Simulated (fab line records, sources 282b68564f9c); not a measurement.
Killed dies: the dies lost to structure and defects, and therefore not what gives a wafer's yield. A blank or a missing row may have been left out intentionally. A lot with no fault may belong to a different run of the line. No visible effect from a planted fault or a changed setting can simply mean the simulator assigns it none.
Lot-split experiment || flow rit_cmos || 5 lots, 23 wafers read, on a route of 202 steps

ABOUT THE SPLIT
At RIT_GATE_DEVELOP_15 (develop time 50 s), the setting dev_temp_c was moved away from the recipe's 23 C on 5 of the 23 wafers read, by -13.0% to -9.5%. This setting was run at the recipe's value on the other wafers.

FROM THE SPLIT TO THE READING: what the file shows between them, 9 steps
- RIT_PLDD_IMPLANT_08 (also split here: energy_kev)
- RIT_PSD_COAT_01: resist thk 1000 nm (also split here: resist_thk_nm)
- RIT_PSD_HARDBAKE_07: time 60 s (also split here: temp_c)
- RIT_PSD_IMPLANT_08
- RIT_PSD_STRIP_09: strips in O2, time 180 s
- RIT_SDANNEAL_RS_MEAS_06: measures by four-point-probe
- RIT_M1_SPUTTER_00: material Al, target thk 400 nm, time 500 s (also split here: power_w)
- RIT_M1_RS_MEAS_01: measures by four-point-probe
- RIT_M1_THK_MEAS_02: measures by xrf

THE READING
etest.npoly_line.line_ohm_um (the simulator's own value, which no gauge read), at RIT_M1_PROBE_99. No usual value for it is given in the file. Average 163.7, standard deviation 9.1, over the 18 wafers here run with the recipe.

{"wafer": "L075.1", "tool, chamber at the split": "litho_track-02, 0", "dev_temp_c as run, C": 23, "against the recipe": "recipe", "etest.npoly_line.line_ohm_um": 152.6, "against lot-mates on the recipe": "-"}
{"wafer": "L075.2", "tool, chamber at the split": "litho_track-02, 0", "dev_temp_c as run, C": 23, "against the recipe": "recipe", "etest.npoly_line.line_ohm_um": 161.8, "against lot-mates on the recipe": "-"}
{"wafer": "L075.3", "tool, chamber at the split": "litho_track-02, 0", "dev_temp_c as run, C": 23, "against the recipe": "recipe", "etest.npoly_line.line_ohm_um": 150.7, "against lot-mates on the recipe": "-"}
{"wafer": "L075.4", "tool, chamber at the split": "litho_track-02, 0", "dev_temp_c as run, C": 23, "against the recipe": "recipe", "etest.npoly_line.line_ohm_um": 159.5, "against lot-mates on the recipe": "-"}
{"wafer": "L075.6", "tool, chamber at the split": "litho_track-02, 0", "dev_temp_c as run, C": 23, "against the recipe": "recipe", "etest.npoly_line.line_ohm_um": 156.8, "against lot-mates on the recipe": "-"}
{"wafer": "L076.1", "tool, chamber at the split": "litho_track-02, 0", "dev_temp_c as run, C": 23, "against the recipe": "recipe", "etest.npoly_line.line_ohm_um": 170.4, "against lot-mates on the recipe": "-"}
{"wafer": "L076.2", "tool, chamber at the split": "litho_track-02, 0", "dev_temp_c as run, C": 23, "against the recipe": "recipe", "etest.npoly_line.line_ohm_um": 175.3, "against lot-mates on the recipe": "-"}
{"wafer": "L076.3", "tool, chamber at the split": "litho_track-02, 0", "dev_temp_c as run, C": 23, "against the recipe": "recipe", "etest.npoly_line.line_ohm_um": 173.7, "against lot-mates on the recipe": "-"}
{"wafer": "L076.4", "tool, chamber at the split": "litho_track-02, 0", "dev_temp_c as run, C": 23, "against the recipe": "recipe", "etest.npoly_line.line_ohm_um": 175.2, "against lot-mates on the recipe": "-"}
{"wafer": "L076.6", "tool, chamber at the split": "litho_track-02, 0", "dev_temp_c as run, C": 23, "against the recipe": "recipe", "etest.npoly_line.line_ohm_um": 181.4, "against lot-mates on the recipe": "-"}
{"wafer": "L081.1", "tool, chamber at the split": "litho_track-04, 0", "dev_temp_c as run, C": 23, "against the recipe": "recipe", "etest.npoly_line.line_ohm_um": 154.9, "against lot-mates on the recipe": "-"}
{"wafer": "L081.3", "tool, chamber at the split": "litho_track-04, 0", "dev_temp_c as run, C": 20.82, "against the recipe": "-9.5%", "etest.npoly_line.line_ohm_um": 200.9, "against lot-mates on the recipe": "+40.5"}
{"wafer": "L081.4", "tool, chamber at the split": "litho_track-04, 0", "dev_temp_c as run, C": 23, "against the recipe": "recipe", "etest.npoly_line.line_ohm_um": 166, "against lot-mates on the recipe": "-"}
{"wafer": "L081.5", "tool, chamber at the split": "litho_track-04, 0", "dev_temp_c as run, C": 20.82, "against the recipe": "-9.5%", "etest.npoly_line.line_ohm_um": 179.8, "against lot-mates on the recipe": "+19.4"}
{"wafer": "L081.6", "tool, chamber at the split": "litho_track-04, 0", "dev_temp_c as run, C": 20.82, "against the recipe": "-9.5%", "etest.npoly_line.line_ohm_um": 181.6, "against lot-mates on the recipe": "+21.2"}
{"wafer": "L082.1", "tool, chamber at the split": "litho_track-02, 0", "dev_temp_c as run, C": 23, "against the recipe": "recipe", "etest.npoly_line.line_ohm_um": 169.3, "against lot-mates on the recipe": "-"}
{"wafer": "L082.3", "tool, chamber at the split": "litho_track-02, 0", "dev_temp_c as run, C": 23, "against the recipe": "recipe", "etest.npoly_line.line_ohm_um": 167.4, "against lot-mates on the recipe": "-"}
{"wafer": "L082.5", "tool, chamber at the split": "litho_track-02, 0", "dev_temp_c as run, C": 23, "against the recipe": "recipe", "etest.npoly_line.line_ohm_um": 164.5, "against lot-mates on the recipe": "-"}
{"wafer": "L083.2", "tool, chamber at the split": "litho_track-02, 0", "dev_temp_c as run, C": 23, "against the recipe": "recipe", "etest.npoly_line.line_ohm_um": 158.9, "against lot-mates on the recipe": "-"}
{"wafer": "L083.3", "tool, chamber at the split": "litho_track-02, 0", "dev_temp_c as run, C": 23, "against the recipe": "recipe", "etest.npoly_line.line_ohm_um": 161.3, "against lot-mates on the recipe": "-"}
{"wafer": "L083.4", "tool, chamber at the split": "litho_track-02, 0", "dev_temp_c as run, C": 20.01, "against the recipe": "-13.0%", "etest.npoly_line.line_ohm_um": 194, "against lot-mates on the recipe": "+38.1"}
{"wafer": "L083.5", "tool, chamber at the split": "litho_track-02, 0", "dev_temp_c as run, C": 23, "against the recipe": "recipe", "etest.npoly_line.line_ohm_um": 147.5, "against lot-mates on the recipe": "-"}
{"wafer": "L083.6", "tool, chamber at the split": "litho_track-02, 0", "dev_temp_c as run, C": 20.01, "against the recipe": "-13.0%", "etest.npoly_line.line_ohm_um": 193.6, "against lot-mates on the recipe": "+37.7"}

FIT RESULTS
A straight line over all 23 wafers: etest.npoly_line.line_ohm_um changes by -2.39 for each +1% of dev_temp_c; r = -0.78; the points scatter about the line by 9.2.
The same after taking each lot's own level away (the mean of its wafers on the recipe; 23 wafers): -2.89 for each +1%; r = -0.93; scatter 5.4.
According to that fit, moving dev_temp_c by its largest amount changes the reading by 38.
Measured against the standard deviation above, the lots' own levels, which go from 155.90 to 175.20, span 2.1 times it.
So the lot-to-lot level blurs the effect unless lot-mates are compared.
Check: +37.3 against its lot-mates is what the line predicts for one of the wafers moved furthest among these (-13.0%) when that wafer is left out of the fit. Against them it came out at +38.1.

THESE WAFERS: OTHER SPLITS
These wafers also went through other splits before the reading. Each is held against what the fit with the lots' levels taken away leaves over:
{"other split on the same wafers": "RIT_ACTIVE_ETCH_13 time_s", "wafers away from the commonest value": 4, "r with etest.npoly_line.line_ohm_um (lot level and that fit taken away)": "+0.04"}
{"other split on the same wafers": "RIT_NWELL_COAT_01 resist_thk_nm", "wafers away from the commonest value": 7, "r with etest.npoly_line.line_ohm_um (lot level and that fit taken away)": -0.11}
{"other split on the same wafers": "RIT_NWELL_SOFTBAKE_02 temp_c", "wafers away from the commonest value": 4, "r with etest.npoly_line.line_ohm_um (lot level and that fit taken away)": -0.31}
{"other split on the same wafers": "RIT_NRETRO_COAT_01 spin_rpm", "wafers away from the commonest value": 5, "r with etest.npoly_line.line_ohm_um (lot level and that fit taken away)": -0.23}
{"other split on the same wafers": "RIT_PRETRO_SOFTBAKE_02 temp_c", "wafers away from the commonest value": 8, "r with etest.npoly_line.line_ohm_um (lot level and that fit taken away)": "+0.17"}
{"other split on the same wafers": "RIT_PRETRO_IMPLANT_08 energy_kev", "wafers away from the commonest value": 9, "r with etest.npoly_line.line_ohm_um (lot level and that fit taken away)": -0.29}
{"other split on the same wafers": "RIT_GATE_COAT_11 resist_thk_nm", "wafers away from the commonest value": 10, "r with etest.npoly_line.line_ohm_um (lot level and that fit taken away)": -0.66}
{"other split on the same wafers": "RIT_PLDD_IMPLANT_08 energy_kev", "wafers away from the commonest value": 6, "r with etest.npoly_line.line_ohm_um (lot level and that fit taken away)": "+0.30"}
{"other split on the same wafers": "RIT_PSD_COAT_01 resist_thk_nm", "wafers away from the commonest value": 11, "r with etest.npoly_line.line_ohm_um (lot level and that fit taken away)": -0.06}
{"other split on the same wafers": "RIT_PSD_HARDBAKE_07 temp_c", "wafers away from the commonest value": 10, "r with etest.npoly_line.line_ohm_um (lot level and that fit taken away)": -0.06}
{"other split on the same wafers": "RIT_M1_SPUTTER_00 power_w", "wafers away from the commonest value": 11, "r with etest.npoly_line.line_ohm_um (lot level and that fit taken away)": -0.06}

THE WHOLE CHAIN: every reading that the file lists as answering this split, in the file's order
{"step": "RIT_M1_PROBE_99", "what it does": "", "reading": "etest.nmos_0p15.drive_ua_um (the simulator's own value, which no gauge read)", "change (the file's fit)": "-6.5 for each +1% of the setting", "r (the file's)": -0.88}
{"step": "RIT_M1_PROBE_99", "what it does": "", "reading": "etest.npoly_line.line_ohm_um (the simulator's own value, which no gauge read)", "change (the file's fit)": "-2.89 for each +1% of the setting", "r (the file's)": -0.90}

FILE'S OWN FIT
etest.npoly_line.line_ohm_um changes by -2.89 for each +1% of dev_temp_c, r = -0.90.
